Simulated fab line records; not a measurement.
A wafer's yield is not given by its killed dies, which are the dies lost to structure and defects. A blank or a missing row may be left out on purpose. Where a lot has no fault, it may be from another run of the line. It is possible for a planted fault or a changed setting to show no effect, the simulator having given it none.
A lot that was struck, set against a sound lot    flow ritCmos    28 steps out of a route of 202
Sound: wafers L865.2, L865.4, L865.6. Wafers L874.2, L874.4, L874.5 were the ones struck. The cause is named last.
Order at every step that has rows: each side's tool, ch and its chambers, its first start. Under that, the readings that differ: sound wafers    struck wafers    difference of the means    sigmas: that difference in standard deviations of wafers without a fault.
alike: readings with means less than 2 such deviations apart, plus words and numbers identical on both sides. not compared: withheld readings, readings lacking a value on some wafer, bounds such as >300 that could conceal the same value, and numbers that have no deviation in the record and whose values overlap.
Wherever a step has rows on one side only, a row that says differs or no value, or a row with sigmas, the two part there. Numbers that don't overlap but have no deviation are shown without sigmas and don't part them. Lack of a reading on every wafer of one side parts them only where that side has two or more wafers.

RIT_ACTIVE_BOW_MEAS_00:
  sound: filmMetro-02 at day 3 17:01; struck: filmMetro-02 at day 5 14:01
  alike: INCOMING_BOW
RIT_ACTIVE_OXIDATION_01: target thk 46.8 nm, ox time 3360 s.
  sound on furnace-04 ch 0, day 3 17:07; struck on furnace-02 ch 0, day 5 14:07
reading                                       sound                 struck                difference  sigmas
spikeTcCentreC (C)                            1003.4 1002.5 1002.2  1013.6 1015.8 1013.7  +11.7       +9
spikeTcLoadC (C)                              1031.8 1029.5 1030.9  1040.1 1040.0 1040.2  +9.4        +4
spikeTcSourceC (C)                            1024.0 1025.2 1024.5  1040.1 1039.5 1041.8  +15.9       +7
zonePowerSourcePct (%)                        34.2 34.3 34.3        41.0 40.7 40.9        +6.6        +3
model.SiO2_of_ACTIVE_OXIDATION_01.thkNm (nm)  47.43 46.98 47.43     54.18 52.59 54.13     +6.35       
RIT_ACTIVE_THK_MEAS_02:
  sound: filmMetro-03 at day 3 19:04; struck: filmMetro-02 at day 5 16:04
reading                sound           struck          difference  sigmas
ACTIVE_OXIDE_THK (nm)  47.4 47.0 47.5  54.2 52.5 54.1  +6.3        +6
then, 1 step without rows for these wafers: RIT_ACTIVE_CVD_03 (deposits Si3N4 from SiH2Cl2/NH3, target thk 150 nm, time 1500 s).
RIT_ACTIVE_THK_MEAS_04:
  sound: filmMetro-04 at day 3 20:32; struck: filmMetro-02 at day 5 17:32
  alike: ACTIVE_NITRIDE_THK
then, 6 steps without rows for these wafers: RIT_ACTIVE_HMDS_05 (prime time 60 s); RIT_ACTIVE_COAT_06 (resist thk 1000 nm); RIT_ACTIVE_SOFTBAKE_07 (time 60 s); RIT_ACTIVE_EXPOSE_08 (exposes mask M1, target cd 1400 nm); RIT_ACTIVE_PEB_09; RIT_ACTIVE_DEVELOP_10 (develop time 50 s).
RIT_ACTIVE_CD_MEAS_11: the cd target is 1400 nm.
  sound: cdSem-02 at day 3 21:41; struck: cdSem-02 at day 5 18:28
reading    sound                 struck                difference  sigmas
cdNm (nm)  1396.9 1396.6 1397.7  1404.4 1402.9 1404.5  +6.9        +3
then, 1 step without rows for these wafers: RIT_ACTIVE_HARDBAKE_12 (time 60 s).
RIT_ACTIVE_ETCH_13: etches Si3N4 in SF6, stops on SiO2, time 210 s, target depth 210 nm.
  sound on rieDiel-01 ch 0,1,3, day 3 21:56; struck on rieDiel-02 ch 0,2,3, day 5 18:43
  alike: drypumpMotorCurrentA, oesProductAu, throttleValvePct
  not compared: rfHoursCounterH
RIT_ACTIVE_STRIP_14: strips in O2, time 180 s.
  sound on plasmaAsher-01 ch 0,1, day 3 22:04; struck on plasmaAsher-01 ch 0,1, day 5 18:50
  alike: drypumpMotorCurrentA
  not compared: rfHoursCounterH
RIT_ACTIVE_CD_MEAS_90: the cd target is 1400 nm.
  sound: cdSem-02 at day 3 22:16; struck: cdSem-02 at day 5 19:02
reading    sound                 struck                difference  sigmas
cdNm (nm)  1397.1 1396.8 1397.5  1404.8 1403.3 1404.3  +7.0        +3
then, 4 steps without rows for these wafers: RIT_ACTIVE_CLEAN_15 (cleans in SC1, time 600 s); RIT_ACTIVE_CLEAN_16 (cleans in dHF, time 30 s); RIT_ACTIVE_CLEAN_17 (cleans in SC2, time 600 s); RIT_FOX1_OXIDATION_00 (target thk 350.7 nm, ox time 1130 s).
RIT_FOX1_THK_MEAS_01:
  sound: filmMetro-04 at day 4 00:03; struck: filmMetro-01 at day 5 21:14
  alike: FOX1_OXIDE_THK
then, 2 steps without rows for these wafers: RIT_FOX1_WET_ETCH_02 (etches SiO2 in BOE, target depth 350 nm, time 390 s); RIT_FOX2_OXIDATION_00 (target thk 350.7 nm, ox time 1130 s).
RIT_FOX2_THK_MEAS_01:
  sound: filmMetro-01 at day 4 01:51; struck: filmMetro-01 at day 5 22:44
  alike: FOX2_OXIDE_THK
then, 1 step without rows for these wafers: RIT_FOX2_CLEAN_02 (cleans in dHF, time 180 s).
RIT_FOX2_WET_ETCH_03: etches Si3N4 in H3PO4, target depth 195 nm, time 2700 s.
  sound on wetBench-01 ch 1, day 4 01:58; struck on wetBench-04 ch 0, day 5 22:50
reading                                       sound              struck             difference  sigmas
model.SiO2_of_ACTIVE_OXIDATION_01.thkNm (nm)  41.93 39.44 41.93  47.99 46.13 47.17  +6.00       
RIT_FOX2_THK_MEAS_90:
  sound: filmMetro-03 at day 4 02:44; struck: filmMetro-01 at day 5 23:37
  alike: FIELD_OXIDE_LEFT_1_THK
RIT_M1_PROBE_99:
  sound: prober-02 at day 5 17:32; struck: prober-02 at day 7 12:10
reading                        sound           struck          difference  sigmas
model.etest.nldd.widthNm (nm)  3156 3183 3170  3138 3139 3113  -40         
model.etest.pldd.widthNm (nm)  3177 3170 3174  3127 3126 3129  -46         
  alike: killedAtContacts, killedAtFrontEnd, killedDies, killedOpen, killedShort
  not compared: model.etest.nplusSal.widthNm, model.etest.pplusSal.widthNm, model.etest.nmosNarrow.driveUaUm, model.etest.pmosNarrow.driveUaUm

== WHERE THEY PART ==
First at RIT_ACTIVE_OXIDATION_01; last, within this record, at RIT_ACTIVE_CD_MEAS_90. Later steps at which nothing parts them and some readings are alike: RIT_FOX1_THK_MEAS_01, RIT_FOX2_THK_MEAS_01, RIT_FOX2_THK_MEAS_90, RIT_M1_PROBE_99.

WHY: what the simulator had put in
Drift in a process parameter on furnace-02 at RIT_ACTIVE_OXIDATION_01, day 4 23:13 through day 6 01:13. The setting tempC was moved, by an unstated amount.
